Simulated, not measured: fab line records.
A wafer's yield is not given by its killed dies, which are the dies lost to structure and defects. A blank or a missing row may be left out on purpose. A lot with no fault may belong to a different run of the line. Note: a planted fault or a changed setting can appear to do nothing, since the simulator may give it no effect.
fab line records | flow rit-cmos
record lots=7 wafers=21 last-day=6
route steps=202 shown ACTIVE@19 FOX1@20 FOX2@23 NWELL@28 M1@202
lots with no fault: from the same line, run without faults
start-h: start of the lot's first displayed wafer, in hours after the record's first day | wait-h: hours elapsed since this lot's preceding step | " unchanged from the row above | L1.1+2: one row covering several wafers at once | - no value, or no start was given | * or withheld: withheld | < > ~ a bound
route shown NAME@n: a module of which the file shows steps, and the number in the route of the first | usual: mean/standard deviation of fault-free wafers | same: alike in all rows | chamber/n: place in a boat | sites: per-site readings | _std_site: how widely they spread, as a standard deviation | _edge_site: outer sites' mean less inner sites' | radius-mm: for every site, how far away it sits from the centre of the wafer | mask NAME#n: copy n | behind: the last tool/chamber to shape the wafer | hold: reason for holding the lot/hours on hold/outcome of the hold | device: whichever transistor did not switch (one of n, p or np) | end of line: tests run on the same wafers once the route is complete | a step without rows: its recipe alone | killed: dies that structure and defects cost at the first sort, which is not the same as the wafer's yield | map: per-die view of a wafer (x killed, . not killed, _ where there is no die)
set.NAME: the setting as run; set.NAME@STEP: as run at that earlier step | model.NAME: the simulator's own value behind a step, which no gauge read
lots at selected steps of the route; one table per step, one row per wafer
services: a tool's chamber out of use, with start hour (start-h, from the record's first day; less than 0 if before it), hours out, and reason
## steps
# step RIT_ACTIVE_CLEAN_17
# recipe chemistry=SC2 mix=3:3:50 time-s=600 temp-c=75 dry=n2-spin
# step RIT_FOX1_OXIDATION_00
# recipe temp-c=1100 ambient=H2O target-thk-a=3507 p-h2o-torr=720 ox-time-s=1130
# step RIT_FOX1_THK_MEAS_01
# recipe reads=SiO2_of_FOX1_OXIDATION_00
# usual FOX1_OXIDE_THK=350/6.6
# columns lot.wafer tool chamber start-h wait-h FOX1_OXIDE_THK[nm]
L842.4 film-metro-01 - 44.66 0.0 355
L842.5 " - " " 350
L842.6 " - " " 346
L843.1 film-metro-01 - 48.37 0.0 350
L843.3 " - " " 347
L843.6 " - " " 349
L847.1 film-metro-01 - 68.73 0.0 340
L847.2 " - " " 343
L847.4 " - " " 352
L848.1 film-metro-02 - 74.34 0.0 360
L848.2 " - " " 360
L848.6 " - " " 360
L852.1 film-metro-04 - 94.37 0.0 365
L852.2 " - " " 368
L852.6 " - " " 363
L853.1 film-metro-01 - 97.25 0.0 355
L853.3 " - " " 356
L853.5 " - " " 358
L855.1 film-metro-04 - 110.29 0.0 353
L855.4 " - " " 346
L855.5 " - " " 357
# step RIT_FOX1_WET_ETCH_02
# recipe chemistry=BOE target-depth-nm=350 time-s=390 temp-c=21.5 dry=n2-spin dilution=10:1 target=SiO2
# step RIT_FOX2_OXIDATION_00
# recipe temp-c=1100 ambient=H2O target-thk-a=3507 p-h2o-torr=720 ox-time-s=1130
# step RIT_FOX2_THK_MEAS_01
# recipe reads=SiO2_of_FOX2_OXIDATION_00
# usual FOX2_OXIDE_THK=352/6.2
# columns lot.wafer tool chamber start-h wait-h FOX2_OXIDE_THK[nm]
L842.4 film-metro-04 - 46.15 0.0 352
L842.5 " - " " 347
L842.6 " - " " 349
L843.1 film-metro-03 - 50.76 0.0 360
L843.3 " - " " 355
L843.6 " - " " 360
L847.1 film-metro-04 - 70.85 0.0 361
L847.2 " - " " 353
L847.4 " - " " 359
L848.1 film-metro-01 - 76.73 0.0 361
L848.2 " - " " 362
L848.6 " - " " 357
L852.1 film-metro-03 - 95.94 0.0 361
L852.2 " - " " 362
L852.6 " - " " 363
L853.1 film-metro-04 - 99.09 0.0 357
L853.3 " - " " 364
L853.5 " - " " 354
L855.1 film-metro-03 - 111.78 0.0 345
L855.4 " - " " 349
L855.5 " - " " 342
# step RIT_FOX2_CLEAN_02
# recipe chemistry=dHF dilution=50:1 time-s=180
# step RIT_FOX2_WET_ETCH_03
# recipe chemistry=H3PO4 target=Si3N4 target-depth-nm=195 temp-c=165 time-s=2801
# step RIT_FOX2_THK_MEAS_90
# recipe reads=SiO2_of_FOX2_OXIDATION_00
# usual FIELD_OXIDE_LEFT_1_THK=325/6.2
# columns lot.wafer tool chamber start-h wait-h FIELD_OXIDE_LEFT_1_THK[nm]
L842.4 film-metro-01 - 47.04 0.0 324
L842.5 " - " " 319
L842.6 " - " " 321
L843.1 film-metro-04 - 51.64 0.0 332
L843.3 " - " " 327
L843.6 " - " " 333
L847.1 film-metro-01 - 71.72 0.0 333
L847.2 " - " " 326
L847.4 " - " " 331
L848.1 film-metro-01 - 77.68 0.0 333
L848.2 " - " " 334
L848.6 " - " " 329
L852.1 film-metro-03 - 96.81 0.0 334
L852.2 " - " " 334
L852.6 " - " " 335
L853.1 film-metro-01 - 99.97 0.0 329
L853.3 " - " " 336
L853.5 " - " " 327
L855.1 film-metro-01 - 112.72 0.0 317
L855.4 " - " " 322
L855.5 " - " " 314
# step RIT_NWELL_HMDS_00
# recipe prime-time-s=60 prime-temp-c=140
# step RIT_NWELL_COAT_01
# recipe resist=NOVOLAK spin-rpm=2000 resist-thk-nm=1300
# step RIT_NWELL_SOFTBAKE_02
# recipe resist=NOVOLAK temp-c=90 time-s=60
# step RIT_NWELL_EXPOSE_03
# recipe mask-id=M2 na=0.57 target-cd-nm=43900 dose-mj=250
# columns lot.wafer tool chamber start-h wait-h mask model.NWELL.overlay-x-nm
L842.4+5+6 iline-stepper-02 0 47.58 0.1 M2#0 0.05318
L843.1+3+6 iline-stepper-01 0 52.27 0.2 M2#0 -0.6203
L847.1+2+4 iline-stepper-02 0 72.32 0.2 M2#0 -0.5601
L848.1+2+6 iline-stepper-01 0 78.31 0.2 M2#0 0.05128
L852.1+2+6 iline-stepper-02 0 97.33 0.1 M2#0 -149.3
L853.1+3+5 iline-stepper-02 0 100.48 0.1 M2#0 -150.1
L855.1+4+5 iline-stepper-02 0 113.42 0.2 M2#0 -149.2
# step RIT_NWELL_PEB_04
# recipe resist=NOVOLAK temp-c=withheld time-s=withheld
# step RIT_NWELL_DEVELOP_05
# recipe resist=NOVOLAK develop-time-s=68 dev-temp-c=23
# step RIT_NWELL_OVL_MEAS_06
# usual NWELL_OVL=0.4/1.5
# columns lot.wafer tool chamber start-h wait-h NWELL_OVL[nm]
L842.4 overlay-02 - 47.97 - -0.4
L842.5 " - " " 1.1
L842.6 " - " " 0.8
L843.1 overlay-01 - 52.73 - 0.9
L843.3 " - " " -0.6
L843.6 " - " " 0.4
L847.1 overlay-01 - 72.75 - -1.6
L847.2 " - " " -0.5
L847.4 " - " " 1.3
L848.1 overlay-01 - 78.74 - 1.0
L848.2 " - " " -0.7
L848.6 " - " " -0.5
L852.1 overlay-02 - 97.76 - -150.1
L852.2 " - " " -148.9
L852.6 " - " " -148.8
L853.1 overlay-02 - 100.95 - -149.5
L853.3 " - " " -149.8
L853.5 " - " " -149.1
L855.1 overlay-01 - 113.85 - -147.6
L855.4 " - " " -147.8
L855.5 " - " " -147.2
# step RIT_NWELL_HARDBAKE_07
# recipe resist=NOVOLAK temp-c=140 time-s=120
# step RIT_M1_PROBE_99
# usual killed_at_M0_to_M3=0.0/0.16 killed-at-contacts=0.0/0.2 killed-at-front-end=7.2/2.5 killed-dies=7.3/2.5 killed-open=3.8/1.9 killed-short=3.5/1.8
# same gross-dies=264 killed_at_M4_up=0 killed-at-back-side=0 killed-at-other=0
# columns lot.wafer tool chamber start-h wait-h killed_at_M0_to_M3 killed-at-contacts killed-at-front-end killed-dies killed-open killed-short model.etest.well-edge-right.line-ohm-um model.etest.well-edge-left.line-ohm-um
L842.4 prober-02 - 84.81 0.2 0 0 3 3 3 0 181.8 185.5
L842.5 prober-02 - 84.86 0.2 0 0 7 7 4 3 183.1 184.2
L842.6 prober-02 - 84.91 0.2 0 0 5 5 4 1 184.1 184.3
L843.1 prober-01 - 93.54 0.1 1 0 7 8 3 5 181.6 182.7
L843.3 prober-01 - 93.64 0.2 0 0 10 10 5 5 180.8 182.9
L843.6 prober-01 - 93.79 0.2 0 0 6 6 2 4 180.8 181
L847.1 prober-01 - 112.17 0.1 0 0 9 9 6 3 183.2 179.2
L847.2 prober-01 - 112.22 0.1 0 0 9 9 4 5 182.9 180.6
L847.4 prober-01 - 112.32 0.2 0 0 5 5 4 1 182.2 184
L848.1 prober-01 - 118.15 0.1 0 0 5 5 4 1 181.9 182
L848.2 prober-01 - 118.20 0.1 0 0 10 10 7 3 180.4 181.8
L848.6 prober-01 - 118.40 0.2 0 0 10 10 6 4 180.8 184.8
L852.1 prober-01 - 134.63 0.1 0 0 3 3 1 2 192.3 176.7
L852.2 prober-01 - 134.68 0.1 0 0 7 7 6 1 187.3 176.8
L852.6 prober-01 - 134.88 0.2 0 0 7 7 4 3 188.9 180.6
L853.1 prober-02 - 140.04 0.1 0 1 10 11 3 8 189.8 175.3
L853.3 prober-02 - 140.14 0.2 0 0 4 4 2 2 192.2 175.7
L853.5 prober-02 - 140.24 0.2 0 0 10 10 4 6 191.6 178.1
L855.1 prober-02 - 152.76 0.1 0 0 10 10 6 4 192.6 177.3
L855.4 prober-02 - 152.91 0.2 0 0 8 8 5 3 190.6 176.6
L855.5 prober-02 - 152.96 0.2 0 0 9 9 1 8 192.7 174.7
# killed by level:class
L842.4 FOX1:geometric-particle:open=2 GATE:geometric-particle:open=1
L842.5 GATE:geometric-particle:open=2 FOX1:geometric-particle:open=1 FOX2:geometric-particle:short=1 REOX:geometric-particle:short=1 SILICIDE:geometric-particle:short=1 SILICIDE:geometric-particle:open=1
L842.6 FOX1:geometric-particle:open=2 GATE:geometric-particle:open=1 REOX:geometric-particle:open=1 SILICIDE:geometric-particle:short=1
L843.1 FOX2:geometric-particle:short=2 GATE:geometric-particle:short=1 GATE:geometric-particle:open=1 REOX:geometric-particle:open=1 SILICIDE:geometric-particle:open=1 SILICIDE:geometric-particle:short=1 M1:geometric-particle:short=1
L843.3 GATE:geometric-particle:open=3 SILICIDE:geometric-particle:short=2 FOX2:geometric-particle:short=1 GATE:geometric-particle:short=1 REOX:geometric-particle:short=1 REOX:geometric-particle:open=1 SILICIDE:geometric-particle:open=1
L843.6 FOX1:geometric-particle:short=2 GATE:geometric-particle:short=1 GATE:geometric-particle:open=1 SPACER:geometric-particle:open=1 SILICIDE:geometric-particle:short=1
L847.1 GATE:geometric-particle:open=3 SPACER:geometric-particle:short=2 SILICIDE:geometric-particle:open=2 SPACER:geometric-particle:open=1 SILICIDE:geometric-particle:short=1
L847.2 GATE:geometric-particle:short=2 SPACER:geometric-particle:open=2 SPACER:geometric-particle:short=2 REOX:geometric-particle:open=1 REOX:geometric-particle:short=1 SILICIDE:geometric-particle:open=1
L847.4 FOX1:geometric-particle:open=1 GATE:geometric-particle:short=1 GATE:geometric-particle:open=1 REOX:geometric-particle:open=1 SPACER:geometric-particle:open=1
L848.1 GATE:geometric-particle:open=2 FOX1:geometric-particle:open=1 FOX2:geometric-particle:open=1 GATE:geometric-particle:short=1
L848.2 FOX1:geometric-particle:open=2 REOX:geometric-particle:short=2 SILICIDE:geometric-particle:open=2 FOX2:geometric-particle:open=1 GATE:geometric-particle:open=1 GATE:geometric-particle:short=1 REOX:geometric-particle:open=1
L848.6 GATE:geometric-particle:open=4 SILICIDE:geometric-particle:short=2 FOX1:geometric-particle:open=1 FOX1:geometric-particle:short=1 REOX:geometric-particle:short=1 SILICIDE:geometric-particle:open=1
L852.1 GATE:geometric-particle:short=1 GATE:geometric-particle:open=1 SPACER:geometric-particle:short=1
L852.2 GATE:geometric-particle:open=4 FOX2:geometric-particle:open=1 GATE:geometric-particle:short=1 SILICIDE:geometric-particle:open=1
L852.6 FOX2:geometric-particle:open=1 FOX2:geometric-particle:short=1 GATE:geometric-particle:short=1 GATE:geometric-particle:open=1 REOX:geometric-particle:open=1 REOX:geometric-particle:short=1 SPACER:geometric-particle:open=1
L853.1 GATE:geometric-particle:short=3 GATE:geometric-particle:open=2 REOX:geometric-particle:short=2 FOX1:geometric-particle:short=1 SPACER:geometric-particle:open=1 SPACER:geometric-particle:short=1 CONTACT:geometric-particle:short=1
L853.3 GATE:geometric-particle:short=1 REOX:geometric-particle:open=1 SPACER:geometric-particle:open=1 SPACER:geometric-particle:short=1
L853.5 SPACER:geometric-particle:short=4 GATE:geometric-particle:open=2 SPACER:geometric-particle:open=2 GATE:geometric-particle:short=2
L855.1 FOX1:geometric-particle:short=2 GATE:geometric-particle:open=2 SPACER:geometric-particle:open=2 FOX2:geometric-particle:open=1 GATE:geometric-particle:short=1 REOX:geometric-particle:open=1 SPACER:geometric-particle:short=1
L855.4 GATE:geometric-particle:open=2 REOX:geometric-particle:short=2 FOX1:geometric-particle:open=1 REOX:geometric-particle:open=1 SPACER:geometric-particle:open=1 SPACER:geometric-particle:short=1
L855.5 REOX:geometric-particle:short=3 GATE:geometric-particle:short=2 SPACER:geometric-particle:short=2 GATE:geometric-particle:open=1 SILICIDE:geometric-particle:short=1
## services
# columns tool chamber start-h hours kind
iline-stepper-01 0 81.80 - calibration
## key
first-sign step=RIT_NWELL_OVL_MEAS_06 reading=NWELL_OVL direction=down sigmas=99+ usual=0.4 struck=-148.8
effect none on later readings
model-effect step=RIT_NWELL_EXPOSE_03 value=NWELL.overlay-x-nm without=0.4383 struck=-149.6
model-effect step=RIT_M1_PROBE_99 value=etest.well-edge-right.line-ohm-um without=182.6 struck=190.9
met-at RIT_NWELL_EXPOSE_03
struck-wafers L852.1,L852.2,L852.6,L853.1,L853.3,L853.5,L855.1,L855.4,L855.5
tester-left-out L852,L853,L855
onset-between 72.32 97.33
also-fits time
fault kind=scanner-matching-overlay tool=iline-stepper-02 chamber=- onset-h=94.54 steps=RIT_NWELL_EXPOSE_03 offset=-150
# tester-left-out: of these lots the tester's yield and bins aren't shown, on N5 and GAA mostly nor the transistor test; their killed dies are dies lost to structure and defects alone, not to doping, threshold or leakage, so they don't give the yield
